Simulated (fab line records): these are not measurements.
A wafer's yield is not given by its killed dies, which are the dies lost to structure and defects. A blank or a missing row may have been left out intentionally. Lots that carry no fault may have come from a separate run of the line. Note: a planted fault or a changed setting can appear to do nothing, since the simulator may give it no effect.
Split-lot study + flow rit cmos + 23 wafers read from 5 lots, route of 202 steps

== THE SPLIT ==
At RIT_ACTIVE_OXIDATION_01 (target thk 46.8 nm, ox time 3360 s), the setting temp c was moved away from the recipe's 1000 C on 15 of the 23 wafers read, by -1.1% to +2.4%. All remaining wafers had this setting at the recipe value.

No step appears in the file between the split and the reading.

== THE READING ==
Values of ACTIVE_OXIDE_THK in nm from RIT_ACTIVE_THK_MEAS_02. A value of 46.8 nm with a standard deviation of 1.1 nm is what fault-free wafers of this fab line usually give.

| wafer  | tool, chamber at the split | temp c as run, C | against the recipe | ACTIVE_OXIDE_THK, nm | against lot-mates on the recipe |
|--------|----------------------------|------------------|--------------------|----------------------|---------------------------------|
| L074.1 | -, -                       | 1000             | recipe             | 49.5                 | -                               |
| L074.2 | -, -                       | 1000             | recipe             | 48.4                 | -                               |
| L074.3 | -, -                       | 1000             | recipe             | 49.3                 | -                               |
| L074.4 | -, -                       | 1000             | recipe             | 48.7                 | -                               |
| L074.6 | -, -                       | 1000             | recipe             | 49.4                 | -                               |
| L075.2 | -, -                       | 989.8            | -1.0%              | 41.8                 | no lot-mate on the recipe       |
| L075.3 | -, -                       | 989.8            | -1.0%              | 42.6                 | no lot-mate on the recipe       |
| L075.4 | -, -                       | 989.8            | -1.0%              | 42.2                 | no lot-mate on the recipe       |
| L075.5 | -, -                       | 989.8            | -1.0%              | 42.3                 | no lot-mate on the recipe       |
| L075.6 | -, -                       | 989.8            | -1.0%              | 42.4                 | no lot-mate on the recipe       |
| L080.1 | furnace-03, 0              | 1000             | recipe             | 46.3                 | -                               |
| L080.2 | furnace-03, 0              | 1000             | recipe             | 46.5                 | -                               |
| L080.5 | furnace-03, 0              | 1000             | recipe             | 45.9                 | -                               |
| L081.1 | -, -                       | 988.5            | -1.1%              | 42.5                 | no lot-mate on the recipe       |
| L081.2 | -, -                       | 988.5            | -1.1%              | 42.0                 | no lot-mate on the recipe       |
| L081.3 | -, -                       | 988.5            | -1.1%              | 42.1                 | no lot-mate on the recipe       |
| L081.4 | -, -                       | 988.5            | -1.1%              | 41.7                 | no lot-mate on the recipe       |
| L081.6 | -, -                       | 988.5            | -1.1%              | 42.5                 | no lot-mate on the recipe       |
| L082.2 | -, -                       | 1024             | +2.4%              | 58.4                 | no lot-mate on the recipe       |
| L082.3 | -, -                       | 1024             | +2.4%              | 58.9                 | no lot-mate on the recipe       |
| L082.4 | -, -                       | 1024             | +2.4%              | 58.9                 | no lot-mate on the recipe       |
| L082.5 | -, -                       | 1024             | +2.4%              | 58.7                 | no lot-mate on the recipe       |
| L082.6 | -, -                       | 1024             | +2.4%              | 58.4                 | no lot-mate on the recipe       |

FIT RESULTS
A straight line over all 23 wafers: ACTIVE_OXIDE_THK changes by +4.71 nm for each +1% of temp c; r = +0.99; the points scatter about the line by 0.98 nm.
Too few moved wafers with a lot-mate on the recipe to fit a line net of each lot's own level.

== THE WHOLE CHAIN: every reading that the file lists as answering this split, in the file's order ==
| step                    | what it does                       | reading                                                                             | change (the file's fit)              | r (the file's) |
|-------------------------|------------------------------------|-------------------------------------------------------------------------------------|--------------------------------------|----------------|
| RIT_ACTIVE_OXIDATION_01 | target thk 46.8 nm, ox time 3360 s | SiO2_of_ACTIVE_OXIDATION_01.thk nm (the simulator's own value, which no gauge read) | +4.72 nm for each +1% of the setting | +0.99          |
| RIT_ACTIVE_THK_MEAS_02  |                                    | ACTIVE_OXIDE_THK                                                                    | +4.72 for each +1% of the setting    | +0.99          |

== FILE'S OWN FIT ==
ACTIVE_OXIDE_THK changes by +4.72 nm for each +1% of temp c, r = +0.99.
